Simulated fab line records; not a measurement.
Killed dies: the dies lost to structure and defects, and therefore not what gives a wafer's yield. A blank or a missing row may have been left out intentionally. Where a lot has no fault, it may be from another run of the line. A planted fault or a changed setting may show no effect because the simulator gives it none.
fab line records + flow rit_cmos
record:
- lots: 14
- wafers: 42
- last_day: 7
route steps=202 shown GATE@92 SDANNEAL@153 SILICIDE@165 CONTACT@177 M1@202
lots that met no fault: from a run of the same line without faults
start_h: start of the lot's first displayed wafer, in hours after the record's first day + wait_h: hours from the lot's prior step to this one + " the same as in the row above + L1.1+2: several wafers, shown together as one row + - value missing, or start not given + * or withheld: withheld + < > ~ a bound
route shown NAME@n: names a module that has steps shown in the file, with the first one's number in the route + usual: mean/standard deviation taken from wafers without a fault + same: alike in all rows + chamber/n: place in a boat + sites: the reading at each site + _std_site: standard deviation of those values + _edge_site: outer sites' mean less inner sites' + radius_mm: for every site, how far away it sits from the centre of the wafer + mask NAME#n: copy n + behind: the most recent tool/chamber to have shaped the wafer + hold: why the lot went on hold/how many hours it stayed there/how the hold came to an end + device: which transistor (n, p or np) failed to switch + end of line: at the end of the route, the tests of the same wafers + a step without rows: its recipe alone + killed: at the first sort, the dies lost to defects and structure; wafer yield is something else + map: shows each die of a wafer: x if killed, . if not, _ if none is there
set.NAME: the run value of the setting; set.NAME@STEP: its run value at that earlier step + model.NAME: the simulator's own value behind a step, which no gauge read
a sample of lots followed through the steps of the route, with each step as a table and each wafer as a row
services: a tool's chamber out of use, with start hour (start_h, from the record's first day; less than 0 if before it), hours out, and reason
== steps ==
step: RIT_GATE_CD_MEAS_16
recipe:
- target_cd_nm: 150
usual:
- cd_nm: 150.4/2.5
| lot.wafer | tool      | chamber | start_h | wait_h | cd_nm |
|-----------|-----------|---------|---------|--------|-------|
| L620.2    | cd_sem-01 | -       | 37.43   | -      | 150.7 |
| L620.4    | "         | -       | "       | "      | 151.2 |
| L620.5    | "         | -       | "       | "      | 151.7 |
| L621.2    | cd_sem-02 | -       | 45.55   | -      | 149.0 |
| L621.5    | "         | -       | "       | "      | 148.2 |
| L621.6    | "         | -       | "       | "      | 149.8 |
| L623.2    | cd_sem-01 | -       | 58.34   | -      | 152.5 |
| L623.5    | "         | -       | "       | "      | 154.3 |
| L623.6    | "         | -       | "       | "      | 153.4 |
| L625.2    | cd_sem-01 | -       | 64.46   | -      | 152.0 |
| L625.5    | "         | -       | "       | "      | 153.2 |
| L625.6    | "         | -       | "       | "      | 149.9 |
| L626.2    | cd_sem-01 | -       | 71.62   | -      | 150.7 |
| L626.5    | "         | -       | "       | "      | 150.8 |
| L626.6    | "         | -       | "       | "      | 149.8 |
| L627.1    | cd_sem-02 | -       | 80.13   | -      | 147.3 |
| L627.4    | "         | -       | "       | "      | 147.9 |
| L627.6    | "         | -       | "       | "      | 148.9 |
| L629.2    | cd_sem-01 | -       | 83.06   | -      | 151.9 |
| L629.5    | "         | -       | "       | "      | 151.5 |
| L629.6    | "         | -       | "       | "      | 149.8 |
| L631.1    | cd_sem-02 | -       | 95.59   | -      | 149.4 |
| L631.4    | "         | -       | "       | "      | 148.2 |
| L631.6    | "         | -       | "       | "      | 150.0 |
| L632.3    | cd_sem-02 | -       | 102.66  | -      | 151.5 |
| L632.4    | "         | -       | "       | "      | 150.1 |
| L632.6    | "         | -       | "       | "      | 152.3 |
| L634.3    | cd_sem-02 | -       | 112.59  | -      | 152.3 |
| L634.4    | "         | -       | "       | "      | 152.4 |
| L634.5    | "         | -       | "       | "      | 151.1 |
| L637.1    | cd_sem-01 | -       | 125.34  | -      | 148.2 |
| L637.5    | "         | -       | "       | "      | 147.8 |
| L637.6    | "         | -       | "       | "      | 148.2 |
| L638.1    | cd_sem-01 | -       | 126.99  | -      | 153.4 |
| L638.2    | "         | -       | "       | "      | 152.3 |
| L638.6    | "         | -       | "       | "      | 152.2 |
| L641.3    | cd_sem-02 | -       | 143.53  | -      | 154.4 |
| L641.4    | "         | -       | "       | "      | 151.5 |
| L641.5    | "         | -       | "       | "      | 151.9 |
| L642.2    | cd_sem-01 | -       | 147.78  | -      | 148.7 |
| L642.3    | "         | -       | "       | "      | 148.7 |
| L642.5    | "         | -       | "       | "      | 149.5 |
step: RIT_SDANNEAL_CLEAN_00
recipe:
- chemistry: SC1
- mix: 3:3:50
- time_s: 600
- temp_c: 75
usual:
- temp_c: 75.03/0.12
same:
- time_s: 600
| lot.wafer | tool         | chamber | start_h | wait_h | temp_c |
|-----------|--------------|---------|---------|--------|--------|
| L620.2    | wet_bench-04 | 3       | 49.70   | 0.0    | 74.99  |
| L620.4    | "            | 3       | "       | "      | 75.03  |
| L620.5    | "            | 3       | "       | "      | 74.96  |
| L621.2    | wet_bench-03 | 0       | 58.07   | 0.0    | 75.13  |
| L621.5    | "            | 0       | "       | "      | 75.09  |
| L621.6    | "            | 0       | "       | "      | 75.32  |
| L623.2    | wet_bench-03 | 3       | 71.10   | 0.0    | 75.02  |
| L623.5    | "            | 3       | "       | "      | 74.92  |
| L623.6    | "            | 3       | "       | "      | 75.09  |
| L625.2    | wet_bench-02 | 1       | 78.35   | 0.0    | 74.84  |
| L625.5    | "            | 1       | "       | "      | 74.98  |
| L625.6    | "            | 1       | "       | "      | 75.07  |
| L626.2    | wet_bench-02 | 2       | 87.63   | 0.0    | 75.15  |
| L626.5    | "            | 2       | "       | "      | 75.09  |
| L626.6    | "            | 2       | "       | "      | 74.99  |
| L627.1    | wet_bench-03 | 3       | 92.41   | 0.1    | 75.07  |
| L627.4    | "            | 3       | "       | "      | 74.90  |
| L627.6    | "            | 3       | "       | "      | 74.87  |
| L629.2    | wet_bench-04 | 0       | 96.58   | 0.0    | 74.85  |
| L629.5    | "            | 0       | "       | "      | 75.03  |
| L629.6    | "            | 0       | "       | "      | 75.16  |
| L631.1    | wet_bench-02 | 3       | 109.23  | 0.1    | 74.05  |
| L631.4    | "            | 3       | "       | "      | 74.08  |
| L631.6    | "            | 3       | "       | "      | 74.20  |
| L632.3    | wet_bench-04 | 3       | 115.08  | 0.0    | 74.90  |
| L632.4    | "            | 3       | "       | "      | 74.93  |
| L632.6    | "            | 3       | "       | "      | 74.90  |
| L634.3    | wet_bench-02 | 0       | 125.26  | 0.0    | 74.36  |
| L634.4    | "            | 0       | "       | "      | 74.31  |
| L634.5    | "            | 0       | "       | "      | 74.28  |
| L637.1    | wet_bench-03 | 3       | 138.55  | 0.1    | 75.01  |
| L637.5    | "            | 3       | "       | "      | 74.96  |
| L637.6    | "            | 3       | "       | "      | 75.09  |
| L638.1    | wet_bench-04 | 2       | 140.50  | 0.1    | 74.99  |
| L638.2    | "            | 2       | "       | "      | 74.94  |
| L638.6    | "            | 2       | "       | "      | 75.06  |
| L641.3    | wet_bench-04 | 3       | 155.90  | 0.0    | 75.17  |
| L641.4    | "            | 3       | "       | "      | 75.01  |
| L641.5    | "            | 3       | "       | "      | 74.91  |
| L642.2    | wet_bench-04 | 3       | 161.39  | 0.0    | 75.11  |
| L642.3    | "            | 3       | "       | "      | 74.95  |
| L642.5    | "            | 3       | "       | "      | 74.96  |
step: RIT_SILICIDE_RTA_04
recipe:
- temp_c: 650
- time_s: 10
- idle_temp_c: 25
- ramp_up_s: 5
- ramp_down_s: 5
- cool_to_c: 25
- ambient: N2
usual:
- wafer_temp_C_max: 652.1/0.54
same:
- time_s: 10
| lot.wafer | tool          | chamber | start_h | wait_h | wafer_temp_C_max |
|-----------|---------------|---------|---------|--------|------------------|
| L620.2    | rtp_anneal-02 | 0       | 50.96   | 0.1    | 651.6            |
| L620.4    | "             | 0       | "       | "      | 651.7            |
| L620.5    | "             | 0       | "       | "      | 652.3            |
| L621.2    | rtp_anneal-01 | 0       | 59.33   | 0.1    | 652.5            |
| L621.5    | "             | 0       | "       | "      | 652.0            |
| L621.6    | "             | 0       | "       | "      | 652.4            |
| L623.2    | rtp_anneal-01 | 0       | 72.36   | 0.1    | 652.2            |
| L623.5    | "             | 0       | "       | "      | 652.0            |
| L623.6    | "             | 0       | "       | "      | 652.1            |
| L625.2    | rtp_anneal-01 | 0       | 79.61   | 0.1    | 652.7            |
| L625.5    | "             | 0       | "       | "      | 651.9            |
| L625.6    | "             | 0       | "       | "      | 651.6            |
| L626.2    | rtp_anneal-02 | 0       | 88.95   | 0.1    | 652.0            |
| L626.5    | "             | 0       | "       | "      | 652.2            |
| L626.6    | "             | 0       | "       | "      | 651.5            |
| L627.1    | rtp_anneal-01 | 0       | 93.66   | 0.1    | 652.0            |
| L627.4    | "             | 0       | "       | "      | 652.2            |
| L627.6    | "             | 0       | "       | "      | 652.6            |
| L629.2    | rtp_anneal-01 | 0       | 97.88   | 0.1    | 653.3            |
| L629.5    | "             | 0       | "       | "      | 651.8            |
| L629.6    | "             | 0       | "       | "      | 652.2            |
| L631.1    | rtp_anneal-01 | 0       | 110.48  | 0.1    | 652.5            |
| L631.4    | "             | 0       | "       | "      | 652.5            |
| L631.6    | "             | 0       | "       | "      | 652.0            |
| L632.3    | rtp_anneal-02 | 0       | 116.35  | 0.1    | 651.7            |
| L632.4    | "             | 0       | "       | "      | 652.2            |
| L632.6    | "             | 0       | "       | "      | 651.5            |
| L634.3    | rtp_anneal-02 | 0       | 126.53  | 0.1    | 651.3            |
| L634.4    | "             | 0       | "       | "      | 651.4            |
| L634.5    | "             | 0       | "       | "      | 651.5            |
| L637.1    | rtp_anneal-01 | 0       | 139.79  | 0.1    | 652.8            |
| L637.5    | "             | 0       | "       | "      | 652.2            |
| L637.6    | "             | 0       | "       | "      | 652.4            |
| L638.1    | rtp_anneal-02 | 0       | 141.78  | 0.1    | 652.1            |
| L638.2    | "             | 0       | "       | "      | 652.2            |
| L638.6    | "             | 0       | "       | "      | 652.1            |
| L641.3    | rtp_anneal-01 | 0       | 157.22  | 0.1    | 652.6            |
| L641.4    | "             | 0       | "       | "      | 652.0            |
| L641.5    | "             | 0       | "       | "      | 652.3            |
| L642.2    | rtp_anneal-02 | 0       | 162.65  | 0.1    | 652.9            |
| L642.3    | "             | 0       | "       | "      | 651.8            |
| L642.5    | "             | 0       | "       | "      | 652.3            |
step: RIT_CONTACT_OVL_MEAS_09
usual:
- CONTACT_OVL: -0.6/1.6
| lot.wafer | tool       | chamber | start_h | wait_h | CONTACT_OVL[nm] |
|-----------|------------|---------|---------|--------|-----------------|
| L620.2    | overlay-01 | -       | 52.33   | 0.1    | 1.1             |
| L620.4    | "          | -       | "       | "      | 0.1             |
| L620.5    | "          | -       | "       | "      | 1.2             |
| L621.2    | overlay-02 | -       | 60.83   | 0.1    | -1.5            |
| L621.5    | "          | -       | "       | "      | -1.3            |
| L621.6    | "          | -       | "       | "      | -2.1            |
| L623.2    | overlay-01 | -       | 73.85   | 0.1    | 0.1             |
| L623.5    | "          | -       | "       | "      | -1.7            |
| L623.6    | "          | -       | "       | "      | -0.2            |
| L625.2    | overlay-01 | -       | 80.98   | 0.1    | 3.2             |
| L625.5    | "          | -       | "       | "      | 3.5             |
| L625.6    | "          | -       | "       | "      | 1.9             |
| L626.2    | overlay-02 | -       | 90.38   | 0.1    | -0.6            |
| L626.5    | "          | -       | "       | "      | 0.2             |
| L626.6    | "          | -       | "       | "      | -0.2            |
| L627.1    | overlay-01 | -       | 95.43   | 0.1    | 0.3             |
| L627.4    | "          | -       | "       | "      | -0.8            |
| L627.6    | "          | -       | "       | "      | -1.7            |
| L629.2    | overlay-01 | -       | 99.43   | 0.1    | 0.2             |
| L629.5    | "          | -       | "       | "      | -1.2            |
| L629.6    | "          | -       | "       | "      | 0.3             |
| L631.1    | overlay-02 | -       | 111.98  | 0.1    | -2.9            |
| L631.4    | "          | -       | "       | "      | -0.9            |
| L631.6    | "          | -       | "       | "      | -2.1            |
| L632.3    | overlay-02 | -       | 117.71  | 0.1    | -0.3            |
| L632.4    | "          | -       | "       | "      | 1.7             |
| L632.6    | "          | -       | "       | "      | -0.9            |
| L634.3    | overlay-01 | -       | 127.89  | 0.1    | -0.6            |
| L634.4    | "          | -       | "       | "      | -0.8            |
| L634.5    | "          | -       | "       | "      | -1.3            |
| L637.1    | overlay-01 | -       | 141.30  | 0.1    | 0.6             |
| L637.5    | "          | -       | "       | "      | 0.2             |
| L637.6    | "          | -       | "       | "      | -0.8            |
| L638.1    | overlay-02 | -       | 143.16  | 0.1    | -3.2            |
| L638.2    | "          | -       | "       | "      | -1.3            |
| L638.6    | "          | -       | "       | "      | -2.8            |
| L641.3    | overlay-01 | -       | 158.65  | 0.1    | -0.1            |
| L641.4    | "          | -       | "       | "      | -0.8            |
| L641.5    | "          | -       | "       | "      | -0.5            |
| L642.2    | overlay-01 | -       | 164.17  | 0.1    | -1.8            |
| L642.3    | "          | -       | "       | "      | -2.0            |
| L642.5    | "          | -       | "       | "      | -2.7            |
step: RIT_M1_PROBE_99
usual:
- killed_at_M0_to_M3: 0.0/0.2
- killed_at_contacts: 0.1/0.25
- killed_at_front_end: 6/3.1
- killed_dies: 6/3.1
- killed_open: 2.9/2
- killed_short: 3.3/2
same:
- gross_dies: 264
- killed_at_M4_up: 0
- killed_at_back_side: 0
- killed_at_other: 0
| lot.wafer | tool      | chamber | start_h | wait_h | killed_at_M0_to_M3 | killed_at_contacts | killed_at_front_end | killed_dies | killed_open | killed_short |
|-----------|-----------|---------|---------|--------|--------------------|--------------------|---------------------|-------------|-------------|--------------|
| L620.2    | prober-02 | -       | 57.71   | 0.1    | 0                  | 0                  | 9                   | 9           | 6           | 3            |
| L620.4    | prober-02 | -       | 57.81   | 0.2    | 0                  | 0                  | 3                   | 3           | 2           | 1            |
| L620.5    | prober-02 | -       | 57.86   | 0.2    | 0                  | 0                  | 4                   | 4           | 2           | 2            |
| L621.2    | prober-01 | -       | 65.92   | 0.1    | 0                  | 0                  | 4                   | 4           | 0           | 4            |
| L621.5    | prober-01 | -       | 66.07   | 0.2    | 0                  | 0                  | 6                   | 6           | 4           | 2            |
| L621.6    | prober-01 | -       | 66.12   | 0.2    | 0                  | 0                  | 2                   | 2           | 2           | 0            |
| L623.2    | prober-01 | -       | 79.30   | 0.1    | 0                  | 0                  | 5                   | 5           | 2           | 3            |
| L623.5    | prober-01 | -       | 79.45   | 0.2    | 0                  | 0                  | 8                   | 8           | 4           | 4            |
| L623.6    | prober-01 | -       | 79.50   | 0.2    | 0                  | 0                  | 6                   | 6           | 2           | 4            |
| L625.2    | prober-01 | -       | 86.08   | 0.1    | 1                  | 1                  | 1                   | 3           | 0           | 2            |
| L625.5    | prober-01 | -       | 86.23   | 0.2    | 0                  | 0                  | 3                   | 3           | 1           | 2            |
| L625.6    | prober-01 | -       | 86.28   | 0.2    | 0                  | 0                  | 5                   | 5           | 1           | 3            |
| L626.2    | prober-02 | -       | 95.58   | 0.1    | 0                  | 0                  | 5                   | 5           | 4           | 1            |
| L626.5    | prober-02 | -       | 95.73   | 0.2    | 0                  | 0                  | 4                   | 4           | 2           | 2            |
| L626.6    | prober-02 | -       | 95.78   | 0.2    | 0                  | 0                  | 4                   | 4           | 3           | 1            |
| L627.1    | prober-01 | -       | 100.58  | 0.1    | 0                  | 0                  | 9                   | 9           | 6           | 3            |
| L627.4    | prober-01 | -       | 100.73  | 0.2    | 0                  | 1                  | 9                   | 10          | 6           | 4            |
| L627.6    | prober-01 | -       | 100.83  | 0.2    | 0                  | 0                  | 14                  | 14          | 7           | 7            |
| L629.2    | prober-01 | -       | 105.51  | 0.1    | 0                  | 0                  | 2                   | 2           | 2           | 0            |
| L629.5    | prober-01 | -       | 105.66  | 0.2    | 0                  | 0                  | 0                   | 0           | 0           | 0            |
| L629.6    | prober-01 | -       | 105.71  | 0.2    | 0                  | 0                  | 17                  | 17          | 10          | 7            |
| L631.1    | prober-01 | -       | 117.14  | 0.1    | 0                  | 0                  | 5                   | 5           | 1           | 4            |
| L631.4    | prober-01 | -       | 117.29  | 0.2    | 0                  | 0                  | 5                   | 5           | 1           | 4            |
| L631.6    | prober-01 | -       | 117.39  | 0.2    | 0                  | 0                  | 3                   | 3           | 1           | 2            |
| L632.3    | prober-02 | -       | 122.83  | 0.2    | 0                  | 0                  | 5                   | 5           | 3           | 2            |
| L632.4    | prober-02 | -       | 122.88  | 0.2    | 0                  | 0                  | 9                   | 9           | 2           | 7            |
| L632.6    | prober-02 | -       | 122.98  | 0.2    | 0                  | 0                  | 11                  | 11          | 7           | 4            |
| L634.3    | prober-02 | -       | 133.02  | 0.2    | 0                  | 0                  | 4                   | 4           | 2           | 2            |
| L634.4    | prober-02 | -       | 133.07  | 0.2    | 0                  | 0                  | 13                  | 13          | 4           | 9            |
| L634.5    | prober-02 | -       | 133.12  | 0.2    | 0                  | 0                  | 10                  | 10          | 6           | 4            |
| L637.1    | prober-01 | -       | 146.33  | 0.1    | 0                  | 1                  | 11                  | 12          | 5           | 7            |
| L637.5    | prober-01 | -       | 146.53  | 0.2    | 0                  | 1                  | 2                   | 3           | 1           | 2            |
| L637.6    | prober-01 | -       | 146.58  | 0.2    | 0                  | 0                  | 4                   | 4           | 3           | 1            |
| L638.1    | prober-02 | -       | 148.38  | 0.1    | 0                  | 0                  | 5                   | 5           | 3           | 2            |
| L638.2    | prober-02 | -       | 148.43  | 0.1    | 0                  | 0                  | 4                   | 4           | 3           | 1            |
| L638.6    | prober-02 | -       | 148.63  | 0.2    | 0                  | 0                  | 9                   | 9           | 3           | 6            |
| L641.3    | prober-01 | -       | 163.94  | 0.2    | 0                  | 0                  | 11                  | 11          | 6           | 5            |
| L641.4    | prober-01 | -       | 163.99  | 0.2    | 0                  | 0                  | 8                   | 8           | 2           | 6            |
| L641.5    | prober-01 | -       | 164.04  | 0.2    | 0                  | 0                  | 9                   | 9           | 5           | 4            |
| L642.2    | prober-02 | -       | 169.27  | 0.1    | 0                  | 0                  | 4                   | 4           | 2           | 2            |
| L642.3    | prober-02 | -       | 169.32  | 0.2    | 0                  | 0                  | 7                   | 7           | 4           | 3            |
| L642.5    | prober-02 | -       | 169.42  | 0.2    | 0                  | 0                  | 3                   | 3           | 3           | 0            |
killed by level:class
L620.2 GATE:geometric_particle:open=4 GATE:geometric_particle:short=2 FOX1:geometric_particle:open=1 REOX:geometric_particle:short=1 SILICIDE:geometric_particle:open=1
L620.4 REOX:geometric_particle:short=1 REOX:geometric_particle:open=1 SILICIDE:geometric_particle:open=1
L620.5 GATE:geometric_particle:short=2 GATE:geometric_particle:open=1 SILICIDE:geometric_particle:open=1
L621.2 GATE:geometric_particle:short=2 FOX2:geometric_particle:short=1 SPACER:geometric_particle:short=1
L621.5 GATE:geometric_particle:open=2 GATE:geometric_particle:short=1 REOX:geometric_particle:short=1 SPACER:geometric_particle:open=1 SILICIDE:geometric_particle:open=1
L621.6 REOX:geometric_particle:open=1 SPACER:geometric_particle:open=1
L623.2 ACTIVE:geometric_particle:short=1 GATE:geometric_particle:short=1 GATE:geometric_particle:open=1 SPACER:geometric_particle:open=1 SILICIDE:geometric_particle:short=1
L623.5 GATE:geometric_particle:short=3 SPACER:geometric_particle:open=2 SILICIDE:geometric_particle:open=2 SILICIDE:geometric_particle:short=1
L623.6 GATE:geometric_particle:short=2 FOX1:geometric_particle:short=1 GATE:geometric_particle:open=1 SPACER:geometric_particle:short=1 SILICIDE:geometric_particle:open=1
L625.2 FOX2:geometric_particle:short=1 CONTACT:geometric_particle:short=1 M1:coat_microbubble_printed=1
L625.5 FOX2:geometric_particle:short=1 FOX2:geometric_particle:open=1 GATE:geometric_particle:short=1
L625.6 GATE:geometric_particle:short=3 SILICIDE:geometric_particle:open=1 PSD:coat_microbubble_printed=1
L626.2 FOX1:geometric_particle:open=2 GATE:geometric_particle:open=2 FOX1:geometric_particle:short=1
L626.5 SILICIDE:geometric_particle:open=2 FOX1:geometric_particle:short=1 GATE:geometric_particle:short=1
L626.6 GATE:geometric_particle:open=2 SILICIDE:geometric_particle:short=1 SILICIDE:geometric_particle:open=1
L627.1 REOX:geometric_particle:open=4 FOX1:geometric_particle:open=1 FOX1:geometric_particle:short=1 GATE:geometric_particle:short=1 SPACER:geometric_particle:short=1 SPACER:geometric_particle:open=1
L627.4 FOX1:geometric_particle:open=2 FOX1:geometric_particle:short=2 GATE:geometric_particle:open=2 FOX2:geometric_particle:short=1 SPACER:geometric_particle:short=1 SILICIDE:geometric_particle:open=1 CONTACT:geometric_particle:open=1
L627.6 GATE:geometric_particle:open=6 GATE:geometric_particle:short=3 REOX:geometric_particle:short=2 FOX1:geometric_particle:short=1 REOX:geometric_particle:open=1 SPACER:geometric_particle:short=1
L629.2 GATE:geometric_particle:open=1 SPACER:geometric_particle:open=1
L629.5
L629.6 REOX:geometric_particle:short=3 REOX:geometric_particle:open=3 SPACER:geometric_particle:open=3 FOX2:geometric_particle:open=2 SPACER:geometric_particle:short=2 FOX1:geometric_particle:open=1 GATE:geometric_particle:open=1 GATE:geometric_particle:short=1
L631.1 GATE:geometric_particle:short=2 GATE:geometric_particle:open=1 REOX:geometric_particle:short=1 SILICIDE:geometric_particle:short=1
L631.4 SPACER:geometric_particle:short=2 FOX1:geometric_particle:short=1 REOX:geometric_particle:open=1 REOX:geometric_particle:short=1
L631.6 GATE:geometric_particle:short=1 GATE:geometric_particle:open=1 SPACER:geometric_particle:short=1
L632.3 SILICIDE:geometric_particle:short=2 FOX2:geometric_particle:open=1 GATE:geometric_particle:open=1 SILICIDE:geometric_particle:open=1
L632.4 GATE:geometric_particle:short=7 GATE:geometric_particle:open=2
L632.6 FOX2:geometric_particle:short=3 REOX:geometric_particle:open=2 SILICIDE:geometric_particle:open=2 FOX1:geometric_particle:open=1 FOX2:geometric_particle:open=1 SPACER:geometric_particle:open=1 SILICIDE:geometric_particle:short=1
L634.3 FOX1:geometric_particle:open=1 GATE:geometric_particle:short=1 SPACER:geometric_particle:open=1 SPACER:geometric_particle:short=1
L634.4 SPACER:geometric_particle:short=4 SILICIDE:geometric_particle:short=2 FOX1:geometric_particle:short=1 FOX1:geometric_particle:open=1 FOX2:geometric_particle:short=1 FOX2:geometric_particle:open=1 GATE:geometric_particle:open=1 REOX:geometric_particle:short=1
L634.5 GATE:geometric_particle:short=2 GATE:geometric_particle:open=2 REOX:geometric_particle:open=2 FOX1:geometric_particle:short=1 REOX:geometric_particle:short=1 SPACER:geometric_particle:open=1 SILICIDE:geometric_particle:open=1
L637.1 SPACER:geometric_particle:short=4 SPACER:geometric_particle:open=4 GATE:geometric_particle:short=2 FOX2:geometric_particle:short=1 CONTACT:geometric_particle:open=1
L637.5 REOX:geometric_particle:short=1 SPACER:geometric_particle:open=1 CONTACT:geometric_particle:short=1
L637.6 FOX1:geometric_particle:open=1 GATE:geometric_particle:open=1 SPACER:geometric_particle:open=1 SILICIDE:geometric_particle:short=1
L638.1 GATE:geometric_particle:open=2 FOX2:geometric_particle:short=1 SILICIDE:geometric_particle:open=1 SILICIDE:geometric_particle:short=1
L638.2 FOX1:geometric_particle:short=1 GATE:geometric_particle:open=1 REOX:geometric_particle:open=1 SPACER:geometric_particle:open=1
L638.6 FOX1:geometric_particle:open=2 GATE:geometric_particle:short=2 SPACER:geometric_particle:short=2 FOX2:geometric_particle:short=1 GATE:geometric_particle:open=1 REOX:geometric_particle:short=1
L641.3 FOX2:geometric_particle:short=2 FOX2:geometric_particle:open=2 GATE:geometric_particle:open=2 SILICIDE:geometric_particle:short=2 FOX1:geometric_particle:open=1 GATE:geometric_particle:short=1 REOX:geometric_particle:open=1
L641.4 FOX1:geometric_particle:short=3 GATE:geometric_particle:short=1 REOX:geometric_particle:open=1 REOX:geometric_particle:short=1 SILICIDE:geometric_particle:short=1 SILICIDE:geometric_particle:open=1
L641.5 REOX:geometric_particle:open=3 GATE:geometric_particle:short=2 REOX:geometric_particle:short=2 FOX1:geometric_particle:open=1 GATE:geometric_particle:open=1
L642.2 GATE:geometric_particle:short=2 GATE:geometric_particle:open=1 SPACER:geometric_particle:open=1
L642.3 GATE:geometric_particle:open=2 SPACER:geometric_particle:open=2 SPACER:geometric_particle:short=2 FOX1:geometric_particle:short=1
L642.5 GATE:geometric_particle:open=2 FOX1:geometric_particle:open=1
== services ==
| tool         | chamber | start_h | hours | kind |
|--------------|---------|---------|-------|------|
| wet_bench-03 | -       | 78.89   | 1.9   | pm   |
== key ==
first_sign:
- step: RIT_SDANNEAL_CLEAN_00
- reading: temp_c
- direction: down
- sigmas: 6.5
- usual: *
- struck: *
effect none on later readings
met_at RIT_SDANNEAL_CLEAN_00
struck_lots L631,L634
tester_left_out L631,L634
not_acting_at RIT_GATE_CD_MEAS_16,RIT_SILICIDE_RTA_04,RIT_CONTACT_OVL_MEAS_09
onset_between 87.63 109.23
fault:
- kind: process_parameter_drift
- tool: wet_bench-02
- chamber: -
- onset_h: 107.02
- steps: RIT_SDANNEAL_CLEAN_00
- channel: temp_c
- offset: *
- shape: step
- end_h: 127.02
- acts_in: *
- stated: *
tester_left_out: of these lots the tester's yield and bins aren't shown, on N5 and GAA mostly nor the transistor test; their killed dies are dies lost to structure and defects alone, not to doping, threshold or leakage, so they don't give the yield
